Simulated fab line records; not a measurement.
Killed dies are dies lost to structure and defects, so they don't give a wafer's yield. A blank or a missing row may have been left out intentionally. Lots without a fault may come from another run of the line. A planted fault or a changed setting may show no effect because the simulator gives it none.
Problem report, 8D (eight disciplines) form, completed by code / flow rit_cmos / the parts of the form that need people (team, actions taken, sign-off) are left out

1. WHAT IS WRONG
Wafers without a fault read 22.99 C, standard deviation 0.1; developer_temp_C at RIT_M1_DEVELOP_08 reads a mean of 22.18 C on 6 wafers belonging to 2 lots. Measured from the usual mean, that is -8.1 standard deviations.
The step: develop time 68.94 s.
The first sign was on wafer L982.1 at day 4 23:00, on litho_track-04. The record holds 42 wafers of 14 lots with a number at this step. By rule, "out" or "out of limits" means more than 4 standard deviations away from the usual mean. The rest of the wafers with a number are treated as sound.

2. WHAT IT IS, AND WHAT IT ISN'T
question=which readings at this step | is=developer_temp_C | is not=exhaust_pa
question=which lots | is=L982, L984 | is not=L974, L976, L977, L978, L989, L990, L991, L992, L994, L995, L996, L997
question=which wafers of those lots | is=all that have a number | is not=-
question=read on which tools | is=litho_track-04 | is not=litho_track-01, litho_track-02
question=when | is=from day 4 23:00 | is not=up to then (12 sound wafers); but 24 sound wafers of L989, L990, L991, L992, L994, L995, L996, L997 came after

3. WHAT RULES OUT EACH SUSPECT
Counting: any tool at a process step up to the reading is kept as a suspect provided that every lot that is out went through it and no sound lot did after the first of them.
- litho_track-04 at RIT_M1_DEVELOP_08 (develop time 68.94 s): ruled out as a lasting fault. Following L982 (day 4 23:00), the first lot on it that is out, the sound lots L997 were run on it.
Left after counting: nothing in the record.

4. THE CAUSE (what the simulator had put in)
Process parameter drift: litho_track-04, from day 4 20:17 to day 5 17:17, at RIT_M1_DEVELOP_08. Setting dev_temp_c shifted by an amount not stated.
Counting ruled it out, wrongly.

5. THE CHAIN OF EFFECTS, in route order
Rows list readings where the struck wafers' mean (over those with a number) sits beyond 3 standard deviations from the usual. Only readings whose record carries a usual standard deviation are examined. hours: median over the lots of the time between each lot's start at the first step of this table that gives one and its start at this step. sigmas: the change, counted in usual standard deviations.
hours=0; step=RIT_M1_DEVELOP_08; reading=developer_temp_C; usual=22.99 C; on struck wafers=22.18; change=-0.81; sigmas=-8.1
Its process steps:
- RIT_M1_DEVELOP_08: develop time 68.94 s.

6. HOW IT WOULD HAVE BEEN CAUGHT EARLIER
The fault began at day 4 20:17; the first out-of-limits reading in this record came at day 4 23:00, 3 hours later.
